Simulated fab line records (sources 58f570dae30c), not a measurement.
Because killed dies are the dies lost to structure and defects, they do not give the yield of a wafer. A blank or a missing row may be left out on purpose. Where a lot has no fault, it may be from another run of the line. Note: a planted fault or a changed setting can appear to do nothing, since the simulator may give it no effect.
fab line records	flow berkeleyCmos170
record: lots: 5	wafers: 23
route steps=331 shown V2@303 M3@322
startH: hours from the record's first day to the start of the lot's first wafer shown	waitH: hours since the lot's step before	" repeats the value in the row above	L1.1+2: a single row standing in for several wafers	- no value present, or no start provided	* or withheld: withheld	< > ~ a bound
route shown NAME@n: a module of which the file shows steps, and the number in the route of the first	usual: mean/standard deviation taken from wafers without a fault	same: alike in all rows	chamber/n: place in a boat	sites: per-site readings	_std_site: standard deviation across them	_edge_site: inner sites' mean taken away from outer sites' mean	radiusMm: how far each site lies from the wafer's centre	mask NAME#n: copy n	behind: tool/chamber where the wafer was last shaped	hold: the reason the lot was held/the length of the hold in hours/how it ended	device: the transistor (n, p or np) that didn't switch	end of line: the same wafers' tests at the end of the route	a step without rows: its recipe alone	killed: at the first sort, the dies lost to defects and structure; wafer yield is something else	map: a wafer's dies, x killed, . not, _ none there
set.NAME: the setting the step ran with; set.NAME@STEP: the setting that earlier step ran with	model.NAME: the simulator's own value behind a step, which no gauge read
lots with deliberately changed settings; one table per step, one row per wafer
== steps ==
step: UCB170_V2_DEVELOP_11
recipe: developer: TMAH	developTimeS: 45	resist: KrF	devTempC: 21
lot.wafer	tool	chamber	startH	waitH	set.developTimeS
L074.1+2+6	lithoTrack-03	0	-	-	45
L076.2+3+4+5+6	lithoTrack-04	0	-	-	45
L078.1+5	lithoTrack-04	0	-	-	38.89
L078.2+4+6	"	0	"	"	45
L082.1+4+5	lithoTrack-01	0	-	-	42.52
L082.3+6	"	0	"	"	45
L083.1+5	lithoTrack-04	0	-	-	49.15
L083.2+4+6	"	0	"	"	45
step: UCB170_V2_CD_MEAS_12
recipe: targetCdNm: 700
usual: cdNm: 699.8/1.3
lot.wafer	tool	chamber	startH	waitH	set.doseMj@V2_EXPOSE_09	cdNm
L074.1	cdSem-01	-	187.25	-	37	699.8
L074.2	"	-	"	"	37	699.5
L074.6	"	-	"	"	37	700.0
L076.2	cdSem-02	-	196.48	-	37	699.7
L076.3	"	-	"	"	37	699.4
L076.4	"	-	"	"	37	699.8
L076.5	"	-	"	"	37	700.6
L076.6	"	-	"	"	37	700.3
L078.1	cdSem-02	-	203.11	-	38.53	705.9
L078.2	"	-	"	"	37	699.5
L078.4	"	-	"	"	38.53	709.4
L078.5	"	-	"	"	38.53	706.0
L078.6	"	-	"	"	37	700.8
L082.1	cdSem-02	-	218.97	-	38.59	708.0
L082.3	"	-	"	"	38.59	708.2
L082.4	"	-	"	"	38.59	708.6
L082.5	"	-	"	"	37	700.8
L082.6	"	-	"	"	37	701.9
L083.1	cdSem-02	-	220.43	-	37	700.5
L083.2	"	-	"	"	37	700.0
L083.4	"	-	"	"	37	699.3
L083.5	"	-	"	"	37	700.3
L083.6	"	-	"	"	37	698.0
step: UCB170_V2_ETCH_14
recipe: chemistry: CHF3/CF4/Ar	target: SiO2	stopOn: Al	CHF3_flow_sccm: 45	cf4FlowSccm: 15	Ar_flow_sccm: 150	pressureMtorr: 200	rfW: 700	targetDepthA: 12500	overEtchFrac: 0.25	timeS: 291
lot.wafer	tool	chamber	startH	waitH	set.doseMj@V2_EXPOSE_09	model.V2.cdNm
L074.1	rieDiel-03	3	187.41	0.0	37	698.4
L074.2	"	0	"	"	37	700.7
L074.6	"	3	"	"	37	698.9
L076.2	rieDiel-03	1	196.62	0.0	37	699
L076.3	"	0	"	"	37	699.7
L076.4	"	3	"	"	37	698.5
L076.5	"	2	"	"	37	701.5
L076.6	"	3	"	"	37	698.4
L078.1	rieDiel-03	0	203.26	0.0	38.53	706.2
L078.2	"	3	"	"	37	699.2
L078.4	"	1	"	"	38.53	709.8
L078.5	"	2	"	"	38.53	707.6
L078.6	"	3	"	"	37	700.3
L082.1	rieDiel-04	0	219.13	0.0	38.59	706.9
L082.3	"	1	"	"	38.59	707.7
L082.4	"	2	"	"	38.59	707.4
L082.5	"	2	"	"	37	699.5
L082.6	"	1	"	"	37	700.9
L083.1	rieDiel-04	0	220.58	0.0	37	698.8
L083.2	"	2	"	"	37	698.9
L083.4	"	1	"	"	37	698.1
L083.5	"	3	"	"	37	699.9
L083.6	"	0	"	"	37	696.8
step: UCB170_V2_STRIP_15
recipe: chemistry: O2	powerW: 400	pressureMtorr: 3500	platenTempC: withheld	o2FlowSccm: 400	overashFraction: 0.5
step: UCB170_V2_CD_MEAS_90
recipe: targetCdNm: 700
usual: cdNm: 699.5/1.4
lot.wafer	tool	chamber	startH	waitH	set.doseMj@V2_EXPOSE_09	cdNm
L074.1	cdSem-01	-	187.69	0.1	37	698.5
L074.2	"	-	"	"	37	700.6
L074.6	"	-	"	"	37	698.9
L076.2	cdSem-02	-	196.92	0.1	37	698.6
L076.3	"	-	"	"	37	699.7
L076.4	"	-	"	"	37	698.6
L076.5	"	-	"	"	37	701.0
L076.6	"	-	"	"	37	698.6
L078.1	cdSem-02	-	203.54	0.1	38.53	706.0
L078.2	"	-	"	"	37	699.3
L078.4	"	-	"	"	38.53	709.6
L078.5	"	-	"	"	38.53	707.6
L078.6	"	-	"	"	37	700.5
L082.1	cdSem-01	-	219.41	0.1	38.59	706.8
L082.3	"	-	"	"	38.59	707.6
L082.4	"	-	"	"	38.59	707.7
L082.5	"	-	"	"	37	699.2
L082.6	"	-	"	"	37	700.9
L083.1	cdSem-02	-	220.86	0.1	37	698.9
L083.2	"	-	"	"	37	699.2
L083.4	"	-	"	"	37	697.9
L083.5	"	-	"	"	37	700.0
L083.6	"	-	"	"	37	696.8
step: UCB170_M3_PEB_13
recipe: pebTempC: 130	pebTimeS: withheld	resist: KrF
lot.wafer	tool	chamber	startH	waitH	set.pebTempC
L074.1+2+6	lithoTrack-04	0	189.73	0.3	130
L076.2+4+6	lithoTrack-04	0	198.95	0.2	131.7
L076.3+5	"	0	"	"	130
L078.1+5+6	lithoTrack-03	0	206.48	0.5	127.4
L078.2+4	"	0	"	"	130
L082.1+3+4+5+6	lithoTrack-02	0	221.30	0.1	130
L083.1+2+6	lithoTrack-02	0	222.73	0.1	130
L083.4+5	"	0	"	"	126.1
step: UCB170_M3_DEVELOP_14
recipe: developer: TMAH	developTimeS: 45	resist: KrF	devTempC: 21
step: UCB170_M3_CD_MEAS_15
recipe: targetCdNm: 700
usual: cdNm: 699.8/1.9
lot.wafer	tool	chamber	startH	waitH	set.pebTempC@M3_PEB_13	cdNm
L074.1	cdSem-01	-	190.00	-	130	700.6
L074.2	"	-	"	"	130	701.2
L074.6	"	-	"	"	130	701.4
L076.2	cdSem-01	-	199.22	-	131.7	688.1
L076.3	"	-	"	"	130	699.6
L076.4	"	-	"	"	131.7	689.0
L076.5	"	-	"	"	130	699.5
L076.6	"	-	"	"	131.7	689.0
L078.1	cdSem-02	-	206.75	-	127.4	719.6
L078.2	"	-	"	"	130	699.2
L078.4	"	-	"	"	130	700.3
L078.5	"	-	"	"	127.4	718.7
L078.6	"	-	"	"	127.4	719.6
L082.1	cdSem-01	-	221.58	-	130	697.4
L082.3	"	-	"	"	130	697.4
L082.4	"	-	"	"	130	697.0
L082.5	"	-	"	"	130	696.6
L082.6	"	-	"	"	130	697.1
L083.1	cdSem-01	-	223.00	-	130	700.7
L083.2	"	-	"	"	130	700.9
L083.4	"	-	"	"	126.1	730.5
L083.5	"	-	"	"	126.1	731.0
L083.6	"	-	"	"	130	701.5
step: UCB170_M3_ETCH_17
recipe: chemistry: N2/H2	targetDepthA: withheld	overetchA: withheld	target: BARC	timeS: withheld	sourceW: 500	biasW: 100	pressureMtorr: 30	n2FlowSccm: 100	h2FlowSccm: 200
lot.wafer	tool	chamber	startH	waitH	set.pebTempC@M3_PEB_13	model.M3.cdNm
L074.1	rieDiel-04	2	190.16	0.0	130	701
L074.2	"	0	"	"	130	700.2
L074.6	"	2	"	"	130	701.9
L076.2	rieDiel-02	1	199.36	0.0	131.7	687.4
L076.3	"	0	"	"	130	699
L076.4+6	"	0,1	"	"	131.7	688.4
L076.5	"	2	"	"	130	699.7
L078.1	rieDiel-04	2	206.91	0.0	127.4	719
L078.2	"	0	"	"	130	698.4
L078.4	"	2	"	"	130	700.6
L078.5	"	0	"	"	127.4	717.8
L078.6	"	3	"	"	127.4	718.1
L082.1	rieDiel-01	3	221.73	0.0	130	697.7
L082.3	"	1	"	"	130	698.1
L082.4	"	0	"	"	130	697.2
L082.5	"	1	"	"	130	697.6
L082.6	"	3	"	"	130	696.8
L083.1	rieDiel-04	2	223.16	0.0	130	700.2
L083.2	"	1	"	"	130	701.8
L083.4	"	3	"	"	126.1	729.3
L083.5	"	2	"	"	126.1	730.7
L083.6	"	3	"	"	130	700.5
step: UCB170_M3_METAL_ETCH_18
recipe: chemistry: Cl2/BCl3	target: Al	stopOn: SiO2	pressureMtorr: 12	targetDepthA: 11700	overEtchFrac: 0.3	timeS: 195	icpW: 600	biasW: 120	Cl2_flow_sccm: 90	bcl3FlowSccm: 45
usual: oesProductAu: 0.852/0.014
lot.wafer	tool	chamber	startH	waitH	set.timeS	set.pebTempC@M3_PEB_13	oesProductAu	model.KrF_of_M3_COAT_10.thkNm	model.M3.cdNm
L074.1	rieMetal-03	0	190.20	-	195	130	0.845	221.4	699
L074.2	"	1	"	"	195	130	0.840	247.7	695.9
L074.6	"	0	"	"	195	130	0.850	224.7	698.7
L076.2	rieMetal-03	0	199.40	-	195	131.7	0.854	215.3	687.5
L076.3	"	1	"	"	175.5	130	0.910	310.8	702
L076.4	"	0	"	"	195	131.7	0.853	215.8	687.4
L076.5	"	0	"	"	175.5	130	0.902	289.3	702.4
L076.6	"	1	"	"	175.5	131.7	0.908	315	689.3
L078.1	rieMetal-01	0	206.95	-	176.4	127.4	0.888	286.7	726
L078.2	"	0	"	"	176.4	130	0.891	290.1	702.7
L078.4	"	0	"	"	195	130	0.845	224	702.4
L078.5	"	0	"	"	195	127.4	0.852	220.9	719
L078.6	"	0	"	"	195	127.4	0.847	225.9	719.4
L082.1	rieMetal-04	1	221.77	-	195	130	0.854	235	693.9
L082.3	"	1	"	"	195	130	0.850	242	693.2
L082.4	"	0	"	"	195	130	0.842	195.2	694.6
L082.5	"	0	"	"	195	130	0.834	189	695
L082.6	"	1	"	"	195	130	0.848	237.6	694.9
L083.1	rieMetal-01	0	223.20	-	195	130	0.849	221.6	698.7
L083.2	"	1	"	"	195	130	0.871	217.5	700.3
L083.4	"	0	"	"	195	126.1	0.830	217.1	729.7
L083.5	"	1	"	"	195	126.1	0.875	220.4	729.3
L083.6	"	0	"	"	195	130	0.845	219.6	698.6
step: UCB170_M3_STRIP_19
recipe: chemistry: O2	powerW: 400	pressureMtorr: 3500	platenTempC: withheld	o2FlowSccm: 400	overashFraction: 0.5
usual: oesProductAu: 0.561/0.019
lot.wafer	tool	chamber	startH	waitH	set.timeS@M3_METAL_ETCH_18	oesProductAu
L074.1	plasmaAsher-02	0	190.39	0.1	195	0.550
L074.2	"	1	"	"	195	0.580
L074.6	"	0	"	"	195	0.555
L076.2	plasmaAsher-02	0	199.59	0.1	195	0.545
L076.3	"	0	"	"	175.5	0.649
L076.4	"	1	"	"	195	0.542
L076.5	"	1	"	"	175.5	0.625
L076.6	"	0	"	"	175.5	0.648
L078.1	plasmaAsher-02	1	207.33	0.3	176.4	0.619
L078.2	"	0	"	"	176.4	0.625
L078.4	"	0	"	"	195	0.552
L078.5	"	1	"	"	195	0.555
L078.6	"	0	"	"	195	0.557
L082.1	plasmaAsher-02	0	221.96	0.1	195	0.567
L082.3	"	1	"	"	195	0.571
L082.4	"	0	"	"	195	0.533
L082.5	"	1	"	"	195	0.522
L082.6	"	0	"	"	195	0.572
L083.1	plasmaAsher-02	0	223.39	0.1	195	0.553
L083.2	"	1	"	"	195	0.545
L083.4	"	1	"	"	195	0.543
L083.5	"	0	"	"	195	0.554
L083.6	"	1	"	"	195	0.553
step: UCB170_M3_CD_MEAS_90
recipe: targetCdNm: 700
usual: cdNm: 698.1/2.8
lot.wafer	tool	chamber	startH	waitH	set.pebTempC@M3_PEB_13	cdNm
L074.1	cdSem-01	-	190.49	0.1	130	699.0
L074.2	"	-	"	"	130	696.4
L074.6	"	-	"	"	130	698.4
L076.2	cdSem-02	-	199.71	0.1	131.7	687.4
L076.3	"	-	"	"	130	702.3
L076.4	"	-	"	"	131.7	687.4
L076.5	"	-	"	"	130	702.4
L076.6	"	-	"	"	131.7	689.4
L078.1	cdSem-01	-	207.43	0.1	127.4	726.0
L078.2	"	-	"	"	130	702.6
L078.4	"	-	"	"	130	702.6
L078.5	"	-	"	"	127.4	719.1
L078.6	"	-	"	"	127.4	719.4
L082.1	cdSem-02	-	222.06	0.1	130	693.7
L082.3	"	-	"	"	130	693.4
L082.4	"	-	"	"	130	694.4
L082.5	"	-	"	"	130	695.1
L082.6	"	-	"	"	130	694.6
L083.1	cdSem-02	-	223.49	0.1	130	698.6
L083.2	"	-	"	"	130	700.3
L083.4	"	-	"	"	126.1	729.6
L083.5	"	-	"	"	126.1	729.5
L083.6	"	-	"	"	130	698.5
== key ==
split: step: UCB170_V2_DEVELOP_11	setting: developTimeS	stated: 45	by: wafer
response none clear
split: step: UCB170_M3_PEB_13	setting: pebTempC	stated: 130	by: wafer
response: step: UCB170_M3_CD_MEAS_15	reading: cdNm	change: -9.69	per: 1%	r: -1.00
response: step: UCB170_M3_ETCH_17	reading: model.M3.cdNm	change: -9.51	per: 1%	r: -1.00
response: step: UCB170_M3_METAL_ETCH_18	reading: model.M3.cdNm	change: -10	per: 1%	r: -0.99
response: step: UCB170_M3_CD_MEAS_90	reading: cdNm	change: -10	per: 1%	r: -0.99
split: step: UCB170_M3_METAL_ETCH_18	setting: timeS	stated: 195	by: wafer
response: step: UCB170_M3_METAL_ETCH_18	reading: oesProductAu	change: -0.00488	per: 1%	r: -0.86
response: step: UCB170_M3_METAL_ETCH_18	reading: model.KrF_of_M3_COAT_10.thkNm	change: -7.92	per: 1%	r: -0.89
response: step: UCB170_M3_STRIP_19	reading: oesProductAu	change: -0.00845	per: 1%	r: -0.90
split outsideThisFile step=UCB170_V2_EXPOSE_09 setting=doseMj
split outsideThisFile: this setting was split too, and the file shows its column; the key of that split is in another file
